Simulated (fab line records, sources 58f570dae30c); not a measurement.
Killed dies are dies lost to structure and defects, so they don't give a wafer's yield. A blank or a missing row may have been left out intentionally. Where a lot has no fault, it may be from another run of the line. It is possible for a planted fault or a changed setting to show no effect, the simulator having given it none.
Split-lot study -- flow berkeley cmos170 -- 23 wafers read across 5 lots, on a route 331 steps long

## THE SPLIT
At UCB170_NWELL_COAT_07 (resist thk 900 nm), the setting spin rpm was moved away from the recipe's 1500 rpm on 6 of the 23 wafers read, by -3.5% to -2.1%. The other wafers ran this setting at the recipe's value.

The reading is taken at the split's own step.

## THE READING
KrF_of_NWELL_COAT_07.thk nm (the simulator's own value, which no gauge read), in nm, at UCB170_NWELL_COAT_07 (resist thk 900 nm). The file gives no usual value for it. Across the 17 wafers here that went through the recipe, the average is 899.8 nm and the standard deviation 2.7 nm.

wafer,"tool, chamber at the split","spin rpm as run, rpm",against the recipe,"KrF_of_NWELL_COAT_07.thk nm, nm",against lot-mates on the recipe
L075.1,"litho track-02, 0",1469,-2.1%,911.2,+11.7
L075.2,"litho track-02, 0",1469,-2.1%,907.3,+7.8
L075.4,"litho track-02, 0",1500,recipe,901,-
L075.5,"litho track-02, 0",1500,recipe,898.1,-
L075.6,"litho track-02, 0",1500,recipe,899.3,-
L076.1,"litho track-01, 0",1500,recipe,896.6,-
L076.2,"litho track-01, 0",1500,recipe,897.3,-
L076.3,"litho track-01, 0",1500,recipe,898.9,-
L076.5,"litho track-01, 0",1500,recipe,896.5,-
L076.6,"litho track-01, 0",1500,recipe,897,-
L077.1,"litho track-04, 0",1500,recipe,898.5,-
L077.3,"litho track-04, 0",1448,-3.5%,913.8,+15.2
L077.4,"litho track-04, 0",1500,recipe,899.1,-
L077.5,"litho track-04, 0",1500,recipe,898.1,-
L077.6,"litho track-04, 0",1448,-3.5%,915.1,+16.5
L078.1,"litho track-01, 0",1500,recipe,901.1,-
L078.2,"litho track-01, 0",1500,recipe,903,-
L078.6,"litho track-01, 0",1500,recipe,899.9,-
L079.1,"litho track-04, 0",1500,recipe,905.9,-
L079.3,"litho track-04, 0",1448,-3.5%,921.4,+17.2
L079.4,"litho track-04, 0",1448,-3.5%,922.1,+17.9
L079.5,"litho track-04, 0",1500,recipe,902.6,-
L079.6,"litho track-04, 0",1500,recipe,904.1,-

FIT RESULTS
A straight line over all 23 wafers: KrF_of_NWELL_COAT_07.thk nm changes by -5.18 nm for each +1% of spin rpm; r = -0.93; the points scatter about the line by 3 nm.
The same after taking each lot's own level away (the mean of its wafers on the recipe; 23 wafers): -4.81 nm for each +1%; r = -0.98; scatter 1.2 nm.
Per that fit: largest spin rpm move, reading shift of 17 nm.
The lots' own levels span 897.26 to 904.20 nm, that is 2.6 times the standard deviation above.
So the lot-to-lot level changes the slope little: the two slopes agree.
Check: with one of the wafers moved furthest among these (-3.5%) left out of the fit, the line predicts +17.1 nm for it against its lot-mates. Against them it came out at +15.2 nm.

## FILE'S OWN FIT
KrF_of_NWELL_COAT_07.thk nm changes by -4.81 nm for each +1% of spin rpm, r = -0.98.
